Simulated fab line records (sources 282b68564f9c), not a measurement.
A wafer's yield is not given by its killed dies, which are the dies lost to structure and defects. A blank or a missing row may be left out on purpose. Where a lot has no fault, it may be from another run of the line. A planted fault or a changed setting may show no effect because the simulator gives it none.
Commonality check across tools :: flow rit_cmos :: 42 wafers sampled across 14 lots

== WHAT PROMPTED THE OPENING ==
Of 14 lots, 2 have the reading PLDD_TW flagged at RIT_PLDD_TW_MEAS_10. Wafers without a fault read 2356, standard deviation 24.
Rule: flag the lot when none of its wafers has a number, or when each of its wafers that has one lies beyond 4 standard deviations from that mean. As for the other lots, they are considered sound.

lot: L502
measured: day 3 00:59
on: film_metro-02
PLDD_TW, wafer by wafer: 2307 2317 2315
flag: 

lot: L503
measured: day 3 07:37
on: film_metro-01
PLDD_TW, wafer by wafer: 2369 2376 2371
flag: 

lot: L505
measured: day 3 17:41
on: film_metro-01
PLDD_TW, wafer by wafer: 2360 2361 2373
flag: 

lot: L509
measured: day 5 05:19
on: film_metro-04
PLDD_TW, wafer by wafer: 2547 2535 2531
flag: FLAGGED

lot: L510
measured: day 5 08:59
on: film_metro-01
PLDD_TW, wafer by wafer: 2621 2616 2607
flag: FLAGGED

lot: L511
measured: day 5 17:26
on: film_metro-04
PLDD_TW, wafer by wafer: 2343 2336 2348
flag: 

lot: L512
measured: day 6 03:23
on: film_metro-01
PLDD_TW, wafer by wafer: 2387 2368 2355
flag: 

lot: L513
measured: day 6 04:16
on: film_metro-01
PLDD_TW, wafer by wafer: 2378 2364 2366
flag: 

lot: L515
measured: day 6 12:28
on: film_metro-04
PLDD_TW, wafer by wafer: 2346 2339 2351
flag: 

lot: L521
measured: day 7 10:21
on: film_metro-04
PLDD_TW, wafer by wafer: 2349 2343 2347
flag: 

lot: L522
measured: day 7 11:16
on: film_metro-02
PLDD_TW, wafer by wafer: 2322 2318 2322
flag: 

lot: L523
measured: day 7 20:05
on: film_metro-01
PLDD_TW, wafer by wafer: 2377 2381 2373
flag: 

lot: L525
measured: day 8 00:22
on: film_metro-01
PLDD_TW, wafer by wafer: 2375 2383 2377
flag: 

lot: L524
measured: day 8 00:43
on: film_metro-04
PLDD_TW, wafer by wafer: 2353 2336 2342
flag: 
The mean of the flagged lots' numbers is 2576, +220 from the usual (+9 standard deviations).

== TOOL THAT RAN EACH LOT ==
2 process steps preceding the reading are held in the record, out of 202 steps in the route. Every cell lists first the tool, next ch and the chambers used by the sampled wafers, and last the start.
lot: L502
flag: 
RIT_GATE_STRIP_20: plasma_asher-03 ch 0,1, day 2 16:41
RIT_PLDD_IMPLANT_08: implanter-04 ch 0, day 3 00:40

lot: L503
flag: 
RIT_GATE_STRIP_20: plasma_asher-04 ch 0,1, day 2 23:37
RIT_PLDD_IMPLANT_08: implanter-03 ch 0, day 3 07:19

lot: L505
flag: 
RIT_GATE_STRIP_20: plasma_asher-01 ch 0,1, day 3 08:37
RIT_PLDD_IMPLANT_08: implanter-03 ch 0, day 3 17:23

lot: L509
flag: FLAGGED
RIT_GATE_STRIP_20: plasma_asher-03 ch 0,1, day 4 18:40
RIT_PLDD_IMPLANT_08: implanter-03 ch 0, day 5 05:01

lot: L510
flag: FLAGGED
RIT_GATE_STRIP_20: plasma_asher-03 ch 0,1, day 4 23:42
RIT_PLDD_IMPLANT_08: implanter-03 ch 0, day 5 08:39

lot: L511
flag: 
RIT_GATE_STRIP_20: plasma_asher-03 ch 0,1, day 5 06:35
RIT_PLDD_IMPLANT_08: implanter-01 ch 0, day 5 17:08

lot: L512
flag: 
RIT_GATE_STRIP_20: plasma_asher-04 ch 0,1, day 5 17:26
RIT_PLDD_IMPLANT_08: implanter-04 ch 0, day 6 03:05

lot: L513
flag: 
RIT_GATE_STRIP_20: plasma_asher-03 ch 0,1, day 5 17:31
RIT_PLDD_IMPLANT_08: implanter-04 ch 0, day 6 03:56

lot: L515
flag: 
RIT_GATE_STRIP_20: plasma_asher-01 ch 0,1, day 6 05:36
RIT_PLDD_IMPLANT_08: implanter-04 ch 0, day 6 12:10

lot: L521
flag: 
RIT_GATE_STRIP_20: plasma_asher-04 ch 0,1, day 7 00:47
RIT_PLDD_IMPLANT_08: implanter-01 ch 0, day 7 10:02

lot: L522
flag: 
RIT_GATE_STRIP_20: plasma_asher-01 ch 0,1, day 7 04:04
RIT_PLDD_IMPLANT_08: implanter-04 ch 0, day 7 10:58

lot: L523
flag: 
RIT_GATE_STRIP_20: plasma_asher-03 ch 0,1, day 7 12:29
RIT_PLDD_IMPLANT_08: implanter-01 ch 0, day 7 19:46

lot: L525
flag: 
RIT_GATE_STRIP_20: plasma_asher-03 ch 1, day 7 16:26
RIT_PLDD_IMPLANT_08: implanter-04 ch 0, day 8 00:04

lot: L524
flag: 
RIT_GATE_STRIP_20: plasma_asher-01 ch 0,1, day 7 16:22
RIT_PLDD_IMPLANT_08: implanter-03 ch 0, day 8 00:25
These steps, and what they do:
- RIT_GATE_STRIP_20: strips in O2, time 180 s.
- RIT_PLDD_IMPLANT_08
- RIT_PLDD_TW_MEAS_10

== FLAGGED AGAINST TOTAL, ONE TOOL AT A TIME (gauges that did the reading follow at the end) ==
step: RIT_GATE_STRIP_20
tool: plasma_asher-01
lots run: 4
flagged: 0
share of the flagged lots: none
sound lots run after its first flagged lot: -

step: RIT_GATE_STRIP_20
tool: plasma_asher-03
lots run: 7
flagged: 2
share of the flagged lots: all
sound lots run after its first flagged lot: 4 (L511,L513,L523,L525)

step: RIT_GATE_STRIP_20
tool: plasma_asher-04
lots run: 3
flagged: 0
share of the flagged lots: none
sound lots run after its first flagged lot: -

step: RIT_PLDD_IMPLANT_08
tool: implanter-01
lots run: 3
flagged: 0
share of the flagged lots: none
sound lots run after its first flagged lot: -

step: RIT_PLDD_IMPLANT_08
tool: implanter-03
lots run: 5
flagged: 2
share of the flagged lots: all
sound lots run after its first flagged lot: 1 (L524)

step: RIT_PLDD_IMPLANT_08
tool: implanter-04
lots run: 6
flagged: 0
share of the flagged lots: none
sound lots run after its first flagged lot: -

step: RIT_PLDD_TW_MEAS_10
tool: film_metro-01
lots run: 7
flagged: 1
share of the flagged lots: some
sound lots run after its first flagged lot: 4 (L512,L513,L523,L525)

step: RIT_PLDD_TW_MEAS_10
tool: film_metro-02
lots run: 2
flagged: 0
share of the flagged lots: none
sound lots run after its first flagged lot: -

step: RIT_PLDD_TW_MEAS_10
tool: film_metro-04
lots run: 5
flagged: 1
share of the flagged lots: some
sound lots run after its first flagged lot: 4 (L511,L515,L521,L524)

== WHAT THE TABLE ALLOWS ==
Every flagged lot went through 2 rows of the table: plasma_asher-03 at RIT_GATE_STRIP_20 and implanter-03 at RIT_PLDD_IMPLANT_08.
- plasma_asher-03 at RIT_GATE_STRIP_20: 2 of its 7 lots flagged. Lots that were sound ran on it after the first flagged one (L511, L513, L523, L525); a persistent fault on the entire tool would not allow that.
- implanter-03 at RIT_PLDD_IMPLANT_08: 2 of its 5 lots flagged. Lots that were sound ran on it after the first flagged one (L524); a persistent fault on the entire tool would not allow that. Its own readings (beam_on_s, faraday_current_uA) fall more than 4 standard deviations out on all wafers of the flagged lots.
Every row of the table either missed a flagged lot or ran a sound lot after the first.

== WHAT HAD BEEN PUT IN BY THE SIMULATOR ==
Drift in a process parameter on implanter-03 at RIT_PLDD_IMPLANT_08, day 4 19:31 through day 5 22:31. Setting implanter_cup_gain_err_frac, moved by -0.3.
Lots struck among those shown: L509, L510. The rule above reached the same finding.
